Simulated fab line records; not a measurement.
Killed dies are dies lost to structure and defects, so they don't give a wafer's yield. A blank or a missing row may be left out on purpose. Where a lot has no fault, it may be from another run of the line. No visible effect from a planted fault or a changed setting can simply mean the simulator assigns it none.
Comparing a struck lot with a sound one -- flow berkeley cmos170 -- 44 out of 331 route steps
Sound: the wafers L352.3, L352.5, L352.6. Struck: wafers L343.4, L343.5, L343.6. The cause is given at the end.
Per side, at each step with rows, come the tool, then ch with its chambers, and then its first start. Under that, the readings that differ: sound wafers -- struck wafers -- difference of the means -- sigmas: that difference in standard deviations of wafers without a fault.
alike: same words and numbers on both sides, and readings whose means sit less than 2 such deviations apart. not compared: any withheld reading, any reading some wafer has no value for, any bound like >300 that may hide the same value, and any number with overlapping values for which the record gives no deviation.
Wherever a step has rows on one side only, a row that says differs or no value, or a row with sigmas, the two part there. Numbers that have no deviation but don't overlap get no sigmas and don't part them. Lack of a reading on every wafer of one side parts them only where that side has two or more wafers.

UCB170_PLDD_STRIP_10: strips in O2.
  sound on plasma asher-02 ch 0,1, day 9 15:22; struck on plasma asher-02 ch 0,1, day 8 11:47
  alike: drypump motor current A, oes product au, strip time to endpoint s
  not compared: rf hours counter h
UCB170_PLDD_TW_MEAS_11:
  struck on film metro-01, day 8 11:53; sound on film metro-04, day 9 15:26
reading,sound,struck,difference,sigmas
PLDD_TW,999 1002 1000,1018 1019 1016,+17,+2
then, 7 steps without rows for these wafers: UCB170_PLDD_CLEAN_12 (cleans in SPM, time 600 s); UCB170_NLDD_HMDS_00 (prime time 60 s); UCB170_NLDD_COAT_01 (resist thk 900 nm); UCB170_NLDD_SOFTBAKE_02 (time 60 s); UCB170_NLDD_EXPOSE_03 (exposes mask NSELECT, target cd 1200 nm); UCB170_NLDD_PEB_04; UCB170_NLDD_DEVELOP_05 (develop time 45 s).
UCB170_NLDD_CD_MEAS_06 targets a cd of 1200 nm.
  struck on cd sem-02, day 8 14:14; sound on cd sem-01, day 9 18:07
reading,sound,struck,difference,sigmas
cd nm (nm),1199.0 1198.3 1198.6,1201.7 1203.4 1202.6,+3.9,+3
UCB170_NLDD_OVL_MEAS_07:
  struck on overlay-01, day 8 14:19; sound on overlay-02, day 9 18:13
  alike: NLDD_OVL
then, 1 step without rows for these wafers: UCB170_NLDD_IMPLANT_08.
UCB170_NLDD_IMPLANT_09:
  sound on implanter-03 ch 0, day 9 18:26; struck on implanter-03 ch 0, day 8 14:53
  alike: dose ions cm2
UCB170_NLDD_STRIP_10: strips in O2.
  sound on plasma asher-03 ch 0,1, day 9 18:34; struck on plasma asher-01 ch 0,1, day 8 14:59
  alike: drypump motor current A, oes product au, strip time to endpoint s
  not compared: rf hours counter h
UCB170_NLDD_TW_MEAS_11:
  struck on film metro-01, day 8 15:05; sound on film metro-02, day 9 18:40
reading,sound,struck,difference,sigmas
NLDD_TW,2229 2227 2227,2485 2476 2475,+251,+14
then, 2 steps without rows for these wafers: UCB170_NLDD_CLEAN_12 (cleans in SPM, time 600 s); UCB170_SPACER_CVD_00 (deposits SiO2 from TEOS/O2, target thk 376 nm, time 47 s).
UCB170_SPACER_THK_MEAS_01:
  struck on film metro-01, day 8 15:23; sound on film metro-01, day 9 18:57
  alike: SPACER_TEOS_THK
then, 1 step without rows for these wafers: UCB170_SPACER_ANNEAL_02 (time 1800 s).
UCB170_SPACER_ETCHBACK_03: etches SiO2 in CHF3/CF4/Ar, stops on Si, target depth 376 nm, time 100 s.
  sound on rie diel-02 ch 1,2, day 9 22:57; struck on rie diel-01 ch 1,2,3, day 8 18:19
  alike: drypump motor current A, oes product au, throttle valve pct
  not compared: rf hours counter h
then, 6 steps without rows for these wafers: UCB170_PSD_HMDS_00 (prime time 60 s); UCB170_PSD_COAT_01 (resist thk 900 nm); UCB170_PSD_SOFTBAKE_02 (time 60 s); UCB170_PSD_EXPOSE_03 (exposes mask PSELECT MOD, target cd 1200 nm); UCB170_PSD_PEB_04; UCB170_PSD_DEVELOP_05 (develop time 43.39 s).
UCB170_PSD_CD_MEAS_06 targets a cd of 1200 nm.
  struck on cd sem-01, day 8 20:36; sound on cd sem-01, day 10 01:23
  alike: cd nm
UCB170_PSD_OVL_MEAS_07:
  struck on overlay-01, day 8 20:40; sound on overlay-02, day 10 01:28
  alike: PSD_OVL
then, 1 step without rows for these wafers: UCB170_PSD_IMPLANT_08.
UCB170_PSD_STRIP_09: strips in O2.
  sound on plasma asher-03 ch 0,1, day 10 01:41; struck on plasma asher-01 ch 0,1, day 8 20:53
reading,sound,struck,difference,sigmas
strip time to endpoint s (s),29.23 29.28 29.29,29.41 29.42 29.47,+0.17,+2
  alike: drypump motor current A, oes product au
  not compared: rf hours counter h
UCB170_PSD_TW_MEAS_10:
  struck on film metro-04, day 8 20:58; sound on film metro-04, day 10 01:46
  alike: PSD_TW
then, 7 steps without rows for these wafers: UCB170_PSD_CLEAN_11 (cleans in SPM, time 600 s); UCB170_NSD_HMDS_00 (prime time 60 s); UCB170_NSD_COAT_01 (resist thk 900 nm); UCB170_NSD_SOFTBAKE_02 (time 60 s); UCB170_NSD_EXPOSE_03 (exposes mask NSELECT MOD, target cd 1200 nm); UCB170_NSD_PEB_04; UCB170_NSD_DEVELOP_05 (develop time 45 s).
UCB170_NSD_CD_MEAS_06 targets a cd of 1200 nm.
  struck on cd sem-02, day 8 23:15; sound on cd sem-01, day 10 03:49
  alike: cd nm
UCB170_NSD_OVL_MEAS_07:
  struck on overlay-02, day 8 23:20; sound on overlay-02, day 10 03:55
  alike: NSD_OVL
then, 1 step without rows for these wafers: UCB170_NSD_IMPLANT_08.
UCB170_NSD_STRIP_09: strips in O2.
  sound on plasma asher-03 ch 0,1, day 10 04:07; struck on plasma asher-02 ch 0,1, day 8 23:32
  alike: drypump motor current A, oes product au, strip time to endpoint s
  not compared: rf hours counter h
UCB170_SDANNEAL_RS_MEAS_05: measures by four-point-probe.
  struck on film metro-01, day 9 01:34; sound on film metro-02, day 10 07:48
reading,sound,struck,difference,sigmas
NLDD_RS (ohm/sq),615.7 617.1 616.8,466.5 464.3 466.3,-150.8,-89
UCB170_M3_PROBE_99:
  rows exist in the record for the sound wafers here (prober-01, day 11 11:28), none for the struck ones

== WHERE THEY PART ==
First at UCB170_PLDD_TW_MEAS_11; last, within this record, at UCB170_M3_PROBE_99.

WHY: what the simulator had put in
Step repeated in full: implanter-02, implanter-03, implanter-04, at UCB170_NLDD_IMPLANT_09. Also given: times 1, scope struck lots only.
